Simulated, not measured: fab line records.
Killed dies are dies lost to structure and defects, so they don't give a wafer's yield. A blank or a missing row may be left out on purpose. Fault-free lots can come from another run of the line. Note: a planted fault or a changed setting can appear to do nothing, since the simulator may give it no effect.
Split-lot experiment / flow rit_cmos / 23 wafers read across 5 lots, on a route 202 steps long

## ON THE SPLIT
At RIT_M1_SOFTBAKE_05 (time 60 s), the setting temp_c was moved away from the recipe's 90 C on 4 of the 23 wafers read, by +1.5% to +3.4%. All remaining wafers had this setting at the recipe value.

## FROM THE SPLIT TO THE READING: what the file shows between them, 3 steps
- RIT_M1_DEVELOP_08: develop time 68 s (also split here: dev_temp_c)
- RIT_M1_HARDBAKE_11: time 120 s
- RIT_M1_METAL_ETCH_12: etches Al in Cl2/BCl3, stops on SiO2, time 165 s, target depth 600 nm

## THE READING
NOVOLAK_of_M1_COAT_04.thk_nm (the simulator's own value, which no gauge read), in nm, at RIT_M1_STRIP_13 (strips in nmp, time 600 s). No usual value for it is given in the file. Average 1096 nm, standard deviation 4.7e+02 nm, over the 19 wafers here run with the recipe.

wafer=L074.1; tool, chamber at the split=litho_track-01, 0; temp_c as run, C=90; against the recipe=recipe; NOVOLAK_of_M1_COAT_04.thk_nm, nm=1302; against lot-mates on the recipe=-
wafer=L074.2; tool, chamber at the split=litho_track-01, 0; temp_c as run, C=90; against the recipe=recipe; NOVOLAK_of_M1_COAT_04.thk_nm, nm=1297; against lot-mates on the recipe=-
wafer=L074.3; tool, chamber at the split=litho_track-01, 0; temp_c as run, C=90; against the recipe=recipe; NOVOLAK_of_M1_COAT_04.thk_nm, nm=1305; against lot-mates on the recipe=-
wafer=L074.4; tool, chamber at the split=litho_track-01, 0; temp_c as run, C=90; against the recipe=recipe; NOVOLAK_of_M1_COAT_04.thk_nm, nm=1303; against lot-mates on the recipe=-
wafer=L074.5; tool, chamber at the split=litho_track-01, 0; temp_c as run, C=90; against the recipe=recipe; NOVOLAK_of_M1_COAT_04.thk_nm, nm=1300; against lot-mates on the recipe=-
wafer=L075.1; tool, chamber at the split=litho_track-02, 0; temp_c as run, C=91.35; against the recipe=+1.5%; NOVOLAK_of_M1_COAT_04.thk_nm, nm=1297; against lot-mates on the recipe=-5
wafer=L075.2; tool, chamber at the split=litho_track-02, 0; temp_c as run, C=91.35; against the recipe=+1.5%; NOVOLAK_of_M1_COAT_04.thk_nm, nm=1298; against lot-mates on the recipe=-4
wafer=L075.4; tool, chamber at the split=litho_track-02, 0; temp_c as run, C=90; against the recipe=recipe; NOVOLAK_of_M1_COAT_04.thk_nm, nm=1302; against lot-mates on the recipe=-
wafer=L075.5; tool, chamber at the split=litho_track-02, 0; temp_c as run, C=90; against the recipe=recipe; NOVOLAK_of_M1_COAT_04.thk_nm, nm=1303; against lot-mates on the recipe=-
wafer=L075.6; tool, chamber at the split=litho_track-02, 0; temp_c as run, C=90; against the recipe=recipe; NOVOLAK_of_M1_COAT_04.thk_nm, nm=1301; against lot-mates on the recipe=-
wafer=L076.2; tool, chamber at the split=litho_track-04, 0; temp_c as run, C=90; against the recipe=recipe; NOVOLAK_of_M1_COAT_04.thk_nm, nm=1299; against lot-mates on the recipe=-
wafer=L076.3; tool, chamber at the split=litho_track-04, 0; temp_c as run, C=90; against the recipe=recipe; NOVOLAK_of_M1_COAT_04.thk_nm, nm=1296; against lot-mates on the recipe=-
wafer=L076.4; tool, chamber at the split=litho_track-04, 0; temp_c as run, C=93.09; against the recipe=+3.4%; NOVOLAK_of_M1_COAT_04.thk_nm, nm=1288; against lot-mates on the recipe=-10
wafer=L076.5; tool, chamber at the split=litho_track-04, 0; temp_c as run, C=90; against the recipe=recipe; NOVOLAK_of_M1_COAT_04.thk_nm, nm=1298; against lot-mates on the recipe=-
wafer=L076.6; tool, chamber at the split=litho_track-04, 0; temp_c as run, C=93.09; against the recipe=+3.4%; NOVOLAK_of_M1_COAT_04.thk_nm, nm=1285; against lot-mates on the recipe=-13
wafer=L080.1; tool, chamber at the split=litho_track-02, 0; temp_c as run, C=90; against the recipe=recipe; NOVOLAK_of_M1_COAT_04.thk_nm, nm=0; against lot-mates on the recipe=-
wafer=L080.2; tool, chamber at the split=litho_track-02, 0; temp_c as run, C=90; against the recipe=recipe; NOVOLAK_of_M1_COAT_04.thk_nm, nm=0; against lot-mates on the recipe=-
wafer=L080.4; tool, chamber at the split=litho_track-02, 0; temp_c as run, C=90; against the recipe=recipe; NOVOLAK_of_M1_COAT_04.thk_nm, nm=0; against lot-mates on the recipe=-
wafer=L084.1; tool, chamber at the split=litho_track-02, 0; temp_c as run, C=90; against the recipe=recipe; NOVOLAK_of_M1_COAT_04.thk_nm, nm=1303; against lot-mates on the recipe=-
wafer=L084.2; tool, chamber at the split=litho_track-02, 0; temp_c as run, C=90; against the recipe=recipe; NOVOLAK_of_M1_COAT_04.thk_nm, nm=1301; against lot-mates on the recipe=-
wafer=L084.4; tool, chamber at the split=litho_track-02, 0; temp_c as run, C=90; against the recipe=recipe; NOVOLAK_of_M1_COAT_04.thk_nm, nm=1304; against lot-mates on the recipe=-
wafer=L084.5; tool, chamber at the split=litho_track-02, 0; temp_c as run, C=90; against the recipe=recipe; NOVOLAK_of_M1_COAT_04.thk_nm, nm=1304; against lot-mates on the recipe=-
wafer=L084.6; tool, chamber at the split=litho_track-02, 0; temp_c as run, C=90; against the recipe=recipe; NOVOLAK_of_M1_COAT_04.thk_nm, nm=1302; against lot-mates on the recipe=-

FIT RESULTS
A straight line over all 23 wafers: NOVOLAK_of_M1_COAT_04.thk_nm changes by +66.2 nm for each +1% of temp_c; r = +0.15; the points scatter about the line by 4.5e+02 nm.
The same after taking each lot's own level away (the mean of its wafers on the recipe; 23 wafers): -3.22 nm for each +1%; r = -0.90; scatter 1.6 nm.
The reading moves by 11 nm for the largest change in temp_c, on that fit.
Measured against the standard deviation above, the lots' own levels, which go from 0.0 to 1302.8 nm, span 2.7 times it.
So the lot-to-lot level blurs the effect unless lot-mates are compared.
Check: -12 nm against its lot-mates is what the line predicts for one of the wafers moved furthest among these (+3.4%) when that wafer is left out of the fit. Against them it came out at -9.67 nm.

## FURTHER SPLITS ON THESE WAFERS
Other splits were also applied to these wafers ahead of the reading. Each is held against what the fit with the lots' levels taken away leaves over:
other split on the same wafers=RIT_GATE_STRIP_20 o2_flow_sccm; wafers away from the commonest value=8; r with NOVOLAK_of_M1_COAT_04.thk_nm (lot level and that fit taken away)=-0.20
other split on the same wafers=RIT_NLDD_COAT_01 spin_rpm; wafers away from the commonest value=6; r with NOVOLAK_of_M1_COAT_04.thk_nm (lot level and that fit taken away)=+0.17
other split on the same wafers=RIT_NLDD_HARDBAKE_07 temp_c; wafers away from the commonest value=8; r with NOVOLAK_of_M1_COAT_04.thk_nm (lot level and that fit taken away)=+0.04
other split on the same wafers=RIT_PLDD_SOFTBAKE_02 temp_c; wafers away from the commonest value=10; r with NOVOLAK_of_M1_COAT_04.thk_nm (lot level and that fit taken away)=-0.20
other split on the same wafers=RIT_PLDD_IMPLANT_08 energy_kev; wafers away from the commonest value=4; r with NOVOLAK_of_M1_COAT_04.thk_nm (lot level and that fit taken away)=-0.23
other split on the same wafers=RIT_PSD_COAT_01 spin_rpm; wafers away from the commonest value=5; r with NOVOLAK_of_M1_COAT_04.thk_nm (lot level and that fit taken away)=-0.33
other split on the same wafers=RIT_PSD_IMPLANT_08 dose_cm2; wafers away from the commonest value=8; r with NOVOLAK_of_M1_COAT_04.thk_nm (lot level and that fit taken away)=-0.30
other split on the same wafers=RIT_SILICIDE_SPUTTER_01 time_s; wafers away from the commonest value=8; r with NOVOLAK_of_M1_COAT_04.thk_nm (lot level and that fit taken away)=-0.02
other split on the same wafers=RIT_CONTACT_CVD_00 time_s; wafers away from the commonest value=11; r with NOVOLAK_of_M1_COAT_04.thk_nm (lot level and that fit taken away)=+0.29
other split on the same wafers=RIT_M1_DEVELOP_08 dev_temp_c; wafers away from the commonest value=11; r with NOVOLAK_of_M1_COAT_04.thk_nm (lot level and that fit taken away)=+0.21

## THE FILE'S OWN FIT
NOVOLAK_of_M1_COAT_04.thk_nm changes by -3.18 nm for each +1% of temp_c, r = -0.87.
